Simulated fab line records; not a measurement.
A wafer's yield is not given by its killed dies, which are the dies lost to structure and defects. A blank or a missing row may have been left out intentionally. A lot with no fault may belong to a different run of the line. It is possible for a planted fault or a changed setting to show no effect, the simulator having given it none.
A struck lot beside a sound one | flow rit-cmos | 14 out of 202 route steps
Sound: the wafers L704.1, L704.3, L704.6. Wafers struck: L714.3, L714.4, L714.6. The cause is named last.
Per side, at each step with rows, come the tool, then ch with its chambers, and then its first start. Under that, the readings that differ: sound wafers | struck wafers | difference of the means | sigmas: that difference in standard deviations of wafers without a fault.
alike: readings whose means differ by less than 2 such deviations, and words and numbers that are the same on both sides. not compared: withheld readings, readings that some wafer has no value for, bounds like >300 that may hide the same value, and numbers for which the record gives no deviation and whose values overlap.
The two part at a step that has a row with sigmas, a row that says differs or no value, or rows on one side only. Non-overlapping numbers with no deviation appear without sigmas and do not part them. A reading that every wafer of one side lacks parts them only if that side has two wafers or more.

first, 3 steps without rows for these wafers: RIT_GATE_CLEAN_02 (cleans in dHF, time 30 s); RIT_GATE_CLEAN_03 (cleans in SC2, time 600 s); RIT_GATE_CLEAN_04 (cleans in dHF, time 60 s).
RIT_FOX2_THK_MEAS_91:
  sound on film-metro-01 at day 3 04:14; struck on film-metro-01 at day 5 07:34
  alike: FIELD_OXIDE_LEFT_2_THK
then, 2 steps without rows for these wafers: RIT_GATE_OXIDATION_05 (target thk 3 nm, ox time 270 s); RIT_GATE_ANNEAL_06 (time 600 s).
RIT_GATE_THK_MEAS_07:
  sound on film-metro-01 at day 3 05:38; struck on film-metro-01 at day 5 08:58
  alike: GATE_OXIDE_THK
then, 1 step without rows for these wafers: RIT_GATE_CVD_08 (deposits poly-Si from SiH4, target thk 250 nm, time 2220 s).
RIT_GATE_THK_MEAS_09:
  sound on film-metro-04 at day 3 07:19; struck on film-metro-04 at day 5 10:38
  alike: GATE_POLY_THK
then, 3 steps without rows for these wafers: RIT_GATE_HMDS_10 (prime time 60 s); RIT_GATE_COAT_11 (resist thk 850 nm); RIT_GATE_SOFTBAKE_12 (time 60 s).
RIT_GATE_EXPOSE_13: exposes mask M6, target cd 150 nm.
  sound on iline-stepper-01 ch 0, day 3 07:57; struck on iline-stepper-02, day 5 11:10
  no value came back on the struck wafers for exposure-dose-mJ-cm2, focus-offset-nm (nm), sigma-outer; on the sound wafers exposure-dose-mJ-cm2 reads 379.8 379.8 379.2
  alike: mask
following that, these wafers have no rows for 1 step: RIT_GATE_PEB_14.

## WHERE THEY PART
Within this record, at RIT_GATE_EXPOSE_13 only.

WHY: what had been put in by the simulator
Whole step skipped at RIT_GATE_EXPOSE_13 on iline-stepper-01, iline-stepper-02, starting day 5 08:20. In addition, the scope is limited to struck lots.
